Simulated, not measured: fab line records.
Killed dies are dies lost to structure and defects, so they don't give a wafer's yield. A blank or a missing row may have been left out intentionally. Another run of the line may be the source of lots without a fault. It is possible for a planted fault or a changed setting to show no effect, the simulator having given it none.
fab line records	flow rit_cmos
record: lots: 13	wafers: 39	last_day: 7
route steps=202 shown GATE@89 M1@202
lots that met no fault: from a run of the same line without faults
start_h: hours from the record's first day to the start of the lot's first wafer shown	wait_h: hours since the lot's step before	" as in the row above	L1.1+2: several wafers, shown together as one row	- either no value or no given start	* or withheld: withheld	< > ~ a bound
route shown NAME@n: NAME is a module with steps in the file, n the number in the route of the first one	usual: mean and standard deviation over wafers with no fault	same: alike in all rows	chamber/n: place in a boat	sites: each site's reading	_std_site: standard deviation of those values	_edge_site: outer sites' mean less inner sites'	radius_mm: how far each site lies from the wafer's centre	mask NAME#n: copy n	behind: the last tool/chamber to shape the wafer	hold: reason for holding the lot/hours on hold/outcome of the hold	device: the transistor (n, p or np) that didn't switch	end of line: the same wafers' tests at the end of the route	a step without rows: its recipe alone	killed: count of dies lost to structure and defects at first sort (not the wafer's yield)	map: per-die view of a wafer (x killed, . not killed, _ where there is no die)
set.NAME: the run value of the setting; set.NAME@STEP: its run value at that earlier step	model.NAME: the simulator's own value behind a step, which no gauge read
route steps across a sampled set of lots; one table per step, one row per wafer
services: from which hour (start_h, from the record's first day; less than 0 if before it) a tool's chamber was out of use, for how many hours, and why
== steps ==
step: RIT_GATE_EXPOSE_13
recipe: mask_id: M6	na: 0.6	source_shape: conventional	sigma_outer: 0.6	target_cd_nm: 150	dose_mj: 380
usual: focus_offset_nm: 0.0/0.48
lot.wafer	tool	chamber	start_h	wait_h	mask	focus_offset_nm
L589.1	iline_stepper-02	0	43.18	0.2	M6#0	0.7
L589.2	"	0	"	"	M6#0	-0.2
L589.4	"	0	"	"	M6#0	0.4
L593.2	iline_stepper-02	0	66.22	0.2	M6#0	0.1
L593.3	"	0	"	"	M6#0	0.0
L593.6	"	0	"	"	M6#0	-0.7
L594.3	iline_stepper-01	0	66.48	0.5	M6#0	0.1
L594.4	"	0	"	"	M6#0	-0.2
L594.5	"	0	"	"	M6#0	-0.1
L595.1	iline_stepper-02	0	67.89	0.2	M6#0	-0.4
L595.4	"	0	"	"	M6#0	-0.4
L595.5	"	0	"	"	M6#0	0.1
L596.1	iline_stepper-02	0	80.09	0.1	M6#0	0.4
L596.2	"	0	"	"	M6#0	0.4
L596.5	"	0	"	"	M6#0	-0.2
L597.1	iline_stepper-01	0	83.00	0.2	M6#0	0.4
L597.5	"	0	"	"	M6#0	0.0
L597.6	"	0	"	"	M6#0	0.7
L598.1	iline_stepper-02	0	88.33	0.3	M6#0	0.9
L598.3	"	0	"	"	M6#0	0.9
L598.5	"	0	"	"	M6#0	1.3
L600.2	iline_stepper-02	0	101.31	0.1	M6#0	0.1
L600.5	"	0	"	"	M6#0	-1.1
L600.6	"	0	"	"	M6#0	-0.2
L601.3	iline_stepper-01	0	104.48	0.2	M6#0	-0.2
L601.4	"	0	"	"	M6#0	-0.6
L601.6	"	0	"	"	M6#0	-0.1
L603.2	iline_stepper-01	0	110.69	0.1	M6_R1#0	-0.6
L603.4	"	0	"	"	M6_R1#0	-0.4
L603.6	"	0	"	"	M6_R1#0	-0.2
L604.4	iline_stepper-02	0	131.46	0.2	M6#0	-0.2
L604.5	"	0	"	"	M6#0	0.3
L604.6	"	0	"	"	M6#0	-0.2
L605.2	iline_stepper-01	0	131.67	0.5	M6#0	-0.3
L605.5	"	0	"	"	M6#0	-0.1
L605.6	"	0	"	"	M6#0	-0.8
L607.1	iline_stepper-02	0	138.85	0.2	M6#0	0.7
L607.2	"	0	"	"	M6#0	1.0
L607.4	"	0	"	"	M6#0	0.6
step: RIT_GATE_CD_MEAS_16
recipe: target_cd_nm: 150
usual: cd_nm: 150.5/2.5
lot.wafer	tool	chamber	start_h	wait_h	cd_nm
L589.1	cd_sem-01	-	43.58	-	154.6
L589.2	"	-	"	"	151.2
L589.4	"	-	"	"	155.1
L593.2	cd_sem-01	-	66.81	-	149.2
L593.3	"	-	"	"	146.7
L593.6	"	-	"	"	147.0
L594.3	cd_sem-02	-	66.88	-	156.0
L594.4	"	-	"	"	152.9
L594.5	"	-	"	"	156.4
L595.1	cd_sem-01	-	68.31	-	147.9
L595.4	"	-	"	"	147.1
L595.5	"	-	"	"	149.9
L596.1	cd_sem-01	-	80.69	-	151.9
L596.2	"	-	"	"	152.2
L596.5	"	-	"	"	152.1
L597.1	cd_sem-02	-	83.41	-	151.6
L597.5	"	-	"	"	151.9
L597.6	"	-	"	"	154.1
L598.1	cd_sem-01	-	88.73	-	150.2
L598.3	"	-	"	"	150.5
L598.5	"	-	"	"	150.3
L600.2	cd_sem-01	-	101.85	-	150.0
L600.5	"	-	"	"	150.3
L600.6	"	-	"	"	150.2
L601.3	cd_sem-01	-	104.88	-	148.3
L601.4	"	-	"	"	150.5
L601.6	"	-	"	"	150.1
L603.2	cd_sem-02	-	111.17	-	126.9
L603.4	"	-	"	"	127.1
L603.6	"	-	"	"	128.3
L604.4	cd_sem-02	-	131.87	-	150.2
L604.5	"	-	"	"	150.3
L604.6	"	-	"	"	148.4
L605.2	cd_sem-01	-	132.07	-	150.5
L605.5	"	-	"	"	150.4
L605.6	"	-	"	"	151.4
L607.1	cd_sem-02	-	139.25	-	148.0
L607.2	"	-	"	"	148.1
L607.4	"	-	"	"	148.2
step: RIT_M1_PROBE_99
usual: killed_at_contacts: 0.0/0.2	killed_at_front_end: 7.0/2.8	killed_dies: 7.0/2.8	killed_on_rim: 2.0/1.4	killed_open: 3.4/1.9	killed_short: 3.6/2
same: gross_dies: 264	killed_at_M0_to_M3: 0	killed_at_M4_up: 0	killed_at_back_side: 0	killed_at_other: 0
lot.wafer	tool	chamber	start_h	wait_h	killed_at_contacts	killed_at_front_end	killed_dies	killed_on_rim	killed_open	killed_short
L600.2	prober-01	-	123.41	0.1	0	9	9	3	2	7
L600.5	prober-01	-	123.56	0.2	0	8	8	1	6	2
L600.6	prober-01	-	123.61	0.2	0	10	10	4	5	5
L601.3	prober-02	-	125.41	0.2	0	13	13	5	4	9
L601.4	prober-02	-	125.46	0.2	0	7	7	2	3	4
L601.6	prober-02	-	125.56	0.2	0	8	8	1	3	5
L603.2	prober-02	-	139.65	0.1	0	49	49	28	2	3
L603.4	prober-02	-	139.75	0.2	1	76	77	48	5	10
L603.6	prober-02	-	139.85	0.2	0	57	57	32	6	4
L604.4	prober-01	-	152.97	0.2	0	9	9	1	1	8
L604.5	prober-01	-	153.02	0.2	0	11	11	3	5	6
L604.6	prober-01	-	153.07	0.2	0	8	8	3	5	3
L605.2	prober-02	-	154.94	0.1	0	4	4	1	3	1
L605.5	prober-02	-	155.09	0.2	0	5	5	4	3	2
L605.6	prober-02	-	155.14	0.2	0	7	7	1	2	5
L607.1	prober-02	-	165.14	0.1	0	10	10	1	5	5
L607.2	prober-02	-	165.19	0.1	0	11	11	6	6	5
L607.4	prober-02	-	165.29	0.2	0	9	9	3	1	8
killed by level:class
L600.2 REOX:geometric_particle:short=3 GATE:geometric_particle:short=2 REOX:geometric_particle:open=2 FOX1:geometric_particle:short=1 SILICIDE:geometric_particle:short=1
L600.5 GATE:geometric_particle:open=4 REOX:geometric_particle:open=2 FOX1:geometric_particle:short=1 GATE:geometric_particle:short=1
L600.6 FOX1:geometric_particle:short=2 GATE:geometric_particle:open=2 GATE:geometric_particle:short=2 FOX1:geometric_particle:open=1 REOX:geometric_particle:short=1 REOX:geometric_particle:open=1 SPACER:geometric_particle:open=1
L601.3 REOX:geometric_particle:short=3 GATE:geometric_particle:short=3 FOX1:geometric_particle:open=1 FOX1:geometric_particle:short=1 FOX2:geometric_particle:short=1 GATE:geometric_particle:open=1 SPACER:geometric_particle:open=1 SPACER:geometric_particle:short=1
L601.4 GATE:geometric_particle:short=3 ACTIVE:geometric_particle:open=1 FOX2:geometric_particle:short=1 FOX2:geometric_particle:open=1 GATE:geometric_particle:open=1
L601.6 GATE:geometric_particle:short=2 GATE:geometric_particle:open=2 SILICIDE:geometric_particle:short=2 REOX:geometric_particle:short=1 SILICIDE:geometric_particle:open=1
L603.2 GATE:area_expose=44 GATE:geometric_particle:short=2 FOX1:geometric_particle:open=1 SPACER:geometric_particle:short=1 SILICIDE:geometric_particle:open=1
L603.4 GATE:area_expose=62 GATE:geometric_particle:short=4 GATE:geometric_particle:open=3 SPACER:geometric_particle:short=2 FOX1:geometric_particle:short=1 FOX1:geometric_particle:open=1 FOX2:geometric_particle:short=1 SPACER:geometric_particle:open=1
L603.6 GATE:area_expose=47 FOX1:geometric_particle:short=2 GATE:geometric_particle:open=2 SILICIDE:geometric_particle:open=2 FOX1:geometric_particle:open=1 GATE:geometric_particle:short=1 SPACER:geometric_particle:open=1 SILICIDE:geometric_particle:short=1
L604.4 GATE:geometric_particle:short=5 SPACER:geometric_particle:short=3 SPACER:geometric_particle:open=1
L604.5 GATE:geometric_particle:open=4 GATE:geometric_particle:short=3 SPACER:geometric_particle:short=2 REOX:geometric_particle:short=1 SILICIDE:geometric_particle:open=1
L604.6 GATE:geometric_particle:short=3 GATE:geometric_particle:open=3 FOX1:geometric_particle:open=1 REOX:geometric_particle:open=1
L605.2 SPACER:geometric_particle:open=2 FOX1:geometric_particle:short=1 FOX2:geometric_particle:open=1
L605.5 GATE:geometric_particle:open=2 FOX2:geometric_particle:open=1 FOX2:geometric_particle:short=1 SPACER:geometric_particle:short=1
L605.6 GATE:geometric_particle:short=2 FOX1:geometric_particle:open=1 FOX1:geometric_particle:short=1 REOX:geometric_particle:short=1 REOX:geometric_particle:open=1 SPACER:geometric_particle:short=1
L607.1 GATE:geometric_particle:open=4 REOX:geometric_particle:short=3 FOX1:geometric_particle:open=1 GATE:geometric_particle:short=1 SPACER:geometric_particle:short=1
L607.2 GATE:geometric_particle:open=5 GATE:geometric_particle:short=2 SILICIDE:geometric_particle:short=2 REOX:geometric_particle:short=1 REOX:geometric_particle:open=1
L607.4 SPACER:geometric_particle:short=3 GATE:geometric_particle:short=2 SILICIDE:geometric_particle:short=2 GATE:geometric_particle:open=1 REOX:geometric_particle:short=1
== services ==
tool	chamber	start_h	hours	kind
iline_stepper-02	-	61.37	1.7	pm
iline_stepper-01	-	83.57	13.7	repair
iline_stepper-02	-	104.00	2.4	repair
iline_stepper-01	-	108.24	1.7	repair
iline_stepper-02	-	115.72	8.9	pm
iline_stepper-02	0	129.29	-	calibration
== key ==
first_sign: step: RIT_GATE_EXPOSE_13	reading: mask	direction: changed
effect: step: RIT_GATE_CD_MEAS_16	reading: cd_nm	direction: down	sigmas: 9.1	usual: 150.5	struck: 127.5
effect: step: RIT_M1_PROBE_99	reading: killed_at_front_end	direction: up	sigmas: 19	usual: 7.0	struck: 60.7
more_kills_born_at: RIT_GATE_EXPOSE_13@iline_stepper-01: 153
met_at RIT_GATE_EXPOSE_13
struck_lots L603
tester_left_out L603
onset_between 104.48 110.69
fault: kind: wrong_mask	tool: any	chamber: -	onset_h: 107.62	steps: RIT_GATE_EXPOSE_13	aux_copy: M6_R1#0	cd_offset_nm: -22	scope: struck_lots_only
tester_left_out: of these lots the tester's yield and bins aren't shown, on N5 and GAA mostly nor the transistor test; their killed dies are dies lost to structure and defects alone, not to doping, threshold or leakage, so they don't give the yield
